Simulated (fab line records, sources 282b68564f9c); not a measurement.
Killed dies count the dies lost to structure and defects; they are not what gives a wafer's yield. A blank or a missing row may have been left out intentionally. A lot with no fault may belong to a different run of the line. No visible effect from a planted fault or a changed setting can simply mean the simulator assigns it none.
Split-lot trial    flow ritCmos    5 lots, 23 wafers read, on a route of 202 steps

== ON THE SPLIT ==
At RIT_NRETRO_IMPLANT_08, the setting doseCm2 was moved away from the recipe's 1e+13 on 7 of the 23 wafers read, by -6.0% to +2.0%. This setting was run at the recipe's value on the other wafers.

== THE PATH FROM SPLIT TO READING: the file shows 1 step between them ==
- RIT_NRETRO_STRIP_09: strips in O2, time 180 s

== THE READING ==
NRETRO_TW, at RIT_NRETRO_TW_MEAS_10. On this fab line, fault-free wafers typically give 1046 with a standard deviation of 4.8.

wafer   tool, chamber at the split  doseCm2 as run  against the recipe  NRETRO_TW  against lot-mates on the recipe
L079.1  implanter-03, 0             1e+13           recipe              1042       -
L079.3  implanter-03, 0             1.02e+13        +2.0%               1052       +5
L079.4  implanter-03, 0             1e+13           recipe              1053       -
L079.5  implanter-03, 0             1e+13           recipe              1047       -
L079.6  implanter-03, 0             1.02e+13        +2.0%               1060       +13
L081.1  implanter-01, 0             1e+13           recipe              1044       -
L081.2  implanter-01, 0             1e+13           recipe              1047       -
L081.3  implanter-01, 0             9.396e+12       -6.0%               1025       -20
L081.4  implanter-01, 0             9.396e+12       -6.0%               1023       -22
L081.5  implanter-01, 0             9.396e+12       -6.0%               1018       -28
L082.1  implanter-04, 0             1e+13           recipe              1042       -
L082.2  implanter-04, 0             1e+13           recipe              1043       -
L082.3  implanter-04, 0             1e+13           recipe              1042       -
L082.5  implanter-04, 0             1e+13           recipe              1047       -
L082.6  implanter-04, 0             1e+13           recipe              1042       -
L084.3  implanter-01, 0             1e+13           recipe              1044       -
L084.4  implanter-01, 0             1e+13           recipe              1045       -
L084.6  implanter-01, 0             1e+13           recipe              1047       -
L085.1  implanter-01, 0             1e+13           recipe              1040       -
L085.2  implanter-01, 0             9.753e+12       -2.5%               1037       -7
L085.3  implanter-01, 0             1e+13           recipe              1048       -
L085.4  implanter-01, 0             9.753e+12       -2.5%               1038       -6
L085.6  implanter-01, 0             1e+13           recipe              1043       -

FIT RESULTS
A straight line over all 23 wafers: NRETRO_TW changes by +3.89 for each +1% of doseCm2; r = +0.94; the points scatter about the line by 3.4.
The same after taking each lot's own level away (the mean of its wafers on the recipe; 23 wafers): +3.84 for each +1%; r = +0.94; scatter 3.1.
The reading moves by 23 for the largest change in doseCm2, on that fit.
The lots' own levels span 1043.2 to 1047.3, that is 0.9 times the standard deviation above.
The two slopes are in agreement: the lot-to-lot level therefore moves the slope only a little.
Check: -23.8 against its lot-mates is what the line predicts for one of the wafers moved furthest among these (-6.0%) when that wafer is left out of the fit. It came out at -20.5 against them.

== THESE WAFERS: OTHER SPLITS ==
Before the reading, these wafers also passed through other splits. Each is held against what the fit with the lots' levels taken away leaves over:
other split on the same wafers  wafers away from the commonest value  r with NRETRO_TW (lot level and that fit taken away)
RIT_ACTIVE_ETCH_13 rfW          7                                     -0.35
RIT_NWELL_COAT_01 spinRpm       8                                     +0.05
RIT_NRETRO_COAT_01 spinRpm      6                                     -0.07

== FILE'S OWN FIT ==
NRETRO_TW changes by +3.79 for each +1% of doseCm2, r = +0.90.
